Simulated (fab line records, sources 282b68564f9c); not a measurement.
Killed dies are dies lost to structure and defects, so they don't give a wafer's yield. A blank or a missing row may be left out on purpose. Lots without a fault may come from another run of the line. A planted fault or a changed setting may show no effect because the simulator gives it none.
Which tool did it? | flow rit_cmos | 14 lots, 42 wafers sampled, at 2 steps of a route of 202

WHAT THE GAUGES READ, wafer by wafer
The record holds no reading of a measuring or inspecting step that can be judged against a usual standard deviation.

WHICH TOOL RAN EACH LOT (tool, then ch and the chambers of the sampled wafers, then the start)
lot  | RIT_ACTIVE_STRIP_14                 | RIT_M1_PROBE_99
L565 | plasma_asher-04 ch 0,1, day 1 18:32 | -
L566 | plasma_asher-03 ch 0,1, day 2 00:07 | prober-02, day 4 12:16
L567 | plasma_asher-02 ch 0,1, day 2 06:20 | -
L568 | plasma_asher-04 ch 0,1, day 2 10:38 | -
L571 | plasma_asher-02 ch 0,1, day 3 03:49 | -
L576 | plasma_asher-03 ch 0,1, day 3 23:12 | -
L577 | plasma_asher-02 ch 0,1, day 4 04:26 | -
L578 | plasma_asher-02 ch 0,1, day 4 10:14 | -
L579 | plasma_asher-04 ch 0,1, day 4 13:56 | -
L580 | plasma_asher-03 ch 0,1, day 4 18:43 | prober-02, day 6 17:34
L581 | plasma_asher-03 ch 0,1, day 5 00:17 | prober-01, day 7 06:57
L583 | plasma_asher-03 ch 1, day 5 08:57   | -
L585 | plasma_asher-04 ch 0,1, day 5 19:45 | -
L588 | plasma_asher-04 ch 0,1, day 6 12:44 | -
- RIT_ACTIVE_STRIP_14: strips in O2, time 180 s.
- RIT_M1_PROBE_99

WHAT THE TOOLS THEMSELVES READ (means of the sampled wafers that have a number; where no wafer has one, the mark that the record gives instead)
RIT_ACTIVE_STRIP_14. Usual: chamber_pressure_mTorr 4000 mTorr, standard deviation 3.7; drypump_motor_current_A 5.9 A, standard deviation 0.47.
lot  | tool            | chamber_pressure_mTorr (mTorr) | drypump_motor_current_A (A) | flag
L565 | plasma_asher-04 | 3999                           | 6.6                         |
L566 | plasma_asher-03 | 3995                           | 5.6                         |
L567 | plasma_asher-02 | 4001                           | 5.7                         |
L568 | plasma_asher-04 | 3998                           | 6.5                         |
L571 | plasma_asher-02 | 4001                           | 5.7                         |
L576 | plasma_asher-03 | 3998                           | 5.6                         |
L577 | plasma_asher-02 | 5330                           | 5.7                         | OFF
L578 | plasma_asher-02 | 5331                           | 5.6                         | OFF
L579 | plasma_asher-04 | 3999                           | 6.5                         |
L580 | plasma_asher-03 | 4002                           | 5.8                         |
L581 | plasma_asher-03 | 3999                           | 5.7                         |
L583 | plasma_asher-03 | 3998                           | 5.5                         |
L585 | plasma_asher-04 | 3998                           | 6.5                         |
L588 | plasma_asher-04 | 4002                           | 6.5                         |

RIT_M1_PROBE_99. Usual: killed_at_M0_to_M3 0.0, standard deviation 0.14; killed_at_contacts 0.0, standard deviation 0.2; killed_at_front_end 7.3, standard deviation 2.8; killed_dies 7.3, standard deviation 2.8; killed_open 3.8, standard deviation 1.9; killed_short 3.5, standard deviation 1.8.
lot  | tool      | killed_at_M0_to_M3 | killed_at_contacts | killed_at_front_end | killed_dies | killed_open | killed_short | flag
L566 | prober-02 | 0.0                | 0.0                | 9.0                 | 9.0         | 4.0         | 5.0          |
L580 | prober-02 | 0.3                | 0.3                | 8.3                 | 9.0         | 4.3         | 4.7          |
L581 | prober-01 | 0.0                | 0.0                | 8.3                 | 8.3         | 5.0         | 3.3          |

THE ANSWER, worked out from the rows above alone
Rule: a lot is off if the mean of its wafers that have a number lies more than 3 standard deviations from the usual mean. A lot without any number at a reading at which 4 lots or more have one is off too. The other lots that the step has rows for count as sound. The gauges are gone through in route order, then the tools' own readings, and for those a lot's mean is taken as printed above. The first step at which some lot is off is used, and at that step the reading that is off furthest; a lot without a number counts as furthest.
Off: L577, L578, at RIT_ACTIVE_STRIP_14 (chamber_pressure_mTorr).
A tool fits if, at that step or a process step before it, it ran every lot that is off, and no sound lot after the first of them. One fits: plasma_asher-02 at RIT_ACTIVE_STRIP_14. Its last sound lot is L571 (day 3 03:49), its first lot that is off L577 (day 4 04:26): a fault that began between those two fits.
The tool's own readings at RIT_ACTIVE_STRIP_14 bear it out: on the lots that are off they differ by more than 5 times the standard deviation of the sound lots' means. chamber_pressure_mTorr reads 5330 mTorr there against 3999 mTorr on the sound lots.

WHAT THE SIMULATOR HAD PUT IN
Process parameter drift: plasma_asher-02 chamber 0, from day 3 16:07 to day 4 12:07, at RIT_ACTIVE_STRIP_14. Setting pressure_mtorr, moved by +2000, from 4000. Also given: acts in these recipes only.
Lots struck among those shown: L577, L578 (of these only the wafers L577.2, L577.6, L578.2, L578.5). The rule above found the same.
